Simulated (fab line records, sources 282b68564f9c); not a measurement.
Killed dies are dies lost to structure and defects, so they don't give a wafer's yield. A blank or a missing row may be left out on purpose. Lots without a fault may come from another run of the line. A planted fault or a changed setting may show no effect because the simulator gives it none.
Tool commonality check | flow rit_cmos | 15 lots, 45 wafers sampled

WHY IT WAS OPENED
At RIT_ACTIVE_THK_MEAS_02 the reading ACTIVE_OXIDE_THK is flagged on 3 of 15 lots. Wafers without a fault read 47.0 nm, standard deviation 0.94.
Rule: a lot is flagged when every wafer of it that has a number lies more than 4 standard deviations from that mean, or none has a number. The other lots count as sound.

lot  | measured    | on            | ACTIVE_OXIDE_THK (nm), wafer by wafer | flag
L462 | day 1 14:57 | film_metro-01 | 46.2 45.9 46.5                        |
L463 | day 1 17:58 | film_metro-04 | 46.0 45.7 45.4                        |
L464 | day 1 22:28 | film_metro-01 | 45.8 46.3 46.1                        |
L465 | day 2 03:29 | film_metro-02 | 48.8 49.1 48.6                        |
L466 | day 2 08:03 | film_metro-02 | 47.5 47.3 47.5                        |
L467 | day 2 13:51 | film_metro-01 | 46.5 46.6 46.7                        |
L468 | day 2 18:25 | film_metro-01 | 46.5 46.6 46.5                        |
L469 | day 2 23:41 | film_metro-01 | 47.5 47.2 47.4                        |
L470 | day 3 05:28 | film_metro-01 | 55.4 54.6 54.4                        | FLAGGED
L471 | day 3 11:17 | film_metro-02 | 54.6 54.3 54.4                        | FLAGGED
L472 | day 3 14:32 | film_metro-02 | 54.8 55.4 55.0                        | FLAGGED
L477 | day 4 15:37 | film_metro-02 | 46.2 45.4 44.4                        |
L478 | day 4 20:03 | film_metro-02 | 45.4 46.3 46.2                        |
L484 | day 6 02:44 | film_metro-02 | 46.8 46.2 47.0                        |
L485 | day 6 07:05 | film_metro-02 | 48.5 47.4 48.7                        |
The numbers of the flagged lots are 54.8 nm on average: +7.8 nm against the usual, or +8 standard deviations.

WHICH TOOL RAN EACH LOT
The record holds 1 process step before the reading, out of a route of 202 steps. In each cell: the tool, then ch and the chambers that the sampled wafers went through, then the start.
lot  | flag    | RIT_ACTIVE_OXIDATION_01
L462 |         | furnace-04 ch 0, day 1 13:01
L463 |         | furnace-04 ch 0, day 1 16:01
L464 |         | furnace-04 ch 0, day 1 20:31
L465 |         | furnace-02 ch 0, day 2 01:32
L466 |         | furnace-04 ch 0, day 2 06:07
L467 |         | furnace-04 ch 0, day 2 11:55
L468 |         | furnace-02 ch 0, day 2 16:28
L469 |         | furnace-04 ch 0, day 2 21:44
L470 | FLAGGED | furnace-04 ch 0, day 3 03:32
L471 | FLAGGED | furnace-04 ch 0, day 3 09:19
L472 | FLAGGED | furnace-04 ch 0, day 3 12:35
L477 |         | furnace-02 ch 0, day 4 13:41
L478 |         | furnace-02 ch 0, day 4 18:07
L484 |         | furnace-04 ch 0, day 6 00:49
L485 |         | furnace-02 ch 0, day 6 05:07
What these steps do:
- RIT_ACTIVE_OXIDATION_01: target thk 46.8 nm, ox time 3360 s.
- RIT_ACTIVE_THK_MEAS_02

FLAGGED OVER TOTAL, TOOL BY TOOL (the gauges that took the reading come last)
step                    | tool          | lots run | flagged | share of the flagged lots | sound lots run after its first flagged lot
RIT_ACTIVE_OXIDATION_01 | furnace-02    | 5        | 0       | none                      | -
RIT_ACTIVE_OXIDATION_01 | furnace-04    | 10       | 3       | all                       | 1 (L484)
RIT_ACTIVE_THK_MEAS_02  | film_metro-01 | 6        | 1       | some                      | 0
RIT_ACTIVE_THK_MEAS_02  | film_metro-02 | 8        | 2       | some                      | 4 (L477,L478,L484,L485)
RIT_ACTIVE_THK_MEAS_02  | film_metro-04 | 1        | 0       | none                      | -

WHAT THE TABLE ALLOWS
1 row of the table ran every flagged lot: furnace-04 at RIT_ACTIVE_OXIDATION_01.
- furnace-04 at RIT_ACTIVE_OXIDATION_01: 3 of its 10 lots flagged. Sound lots ran on it after the first flagged one (L484), which a lasting fault on the whole tool wouldn't allow. Its own readings lie more than 4 standard deviations out on every wafer of the flagged lots: spike_tc_centre_C, spike_tc_load_C, spike_tc_source_C, tube_center_temp_C, tube_center_temp_C_max.
No row of the table ran every flagged lot and no sound lot after the first.

WHAT THE SIMULATOR HAD PUT IN
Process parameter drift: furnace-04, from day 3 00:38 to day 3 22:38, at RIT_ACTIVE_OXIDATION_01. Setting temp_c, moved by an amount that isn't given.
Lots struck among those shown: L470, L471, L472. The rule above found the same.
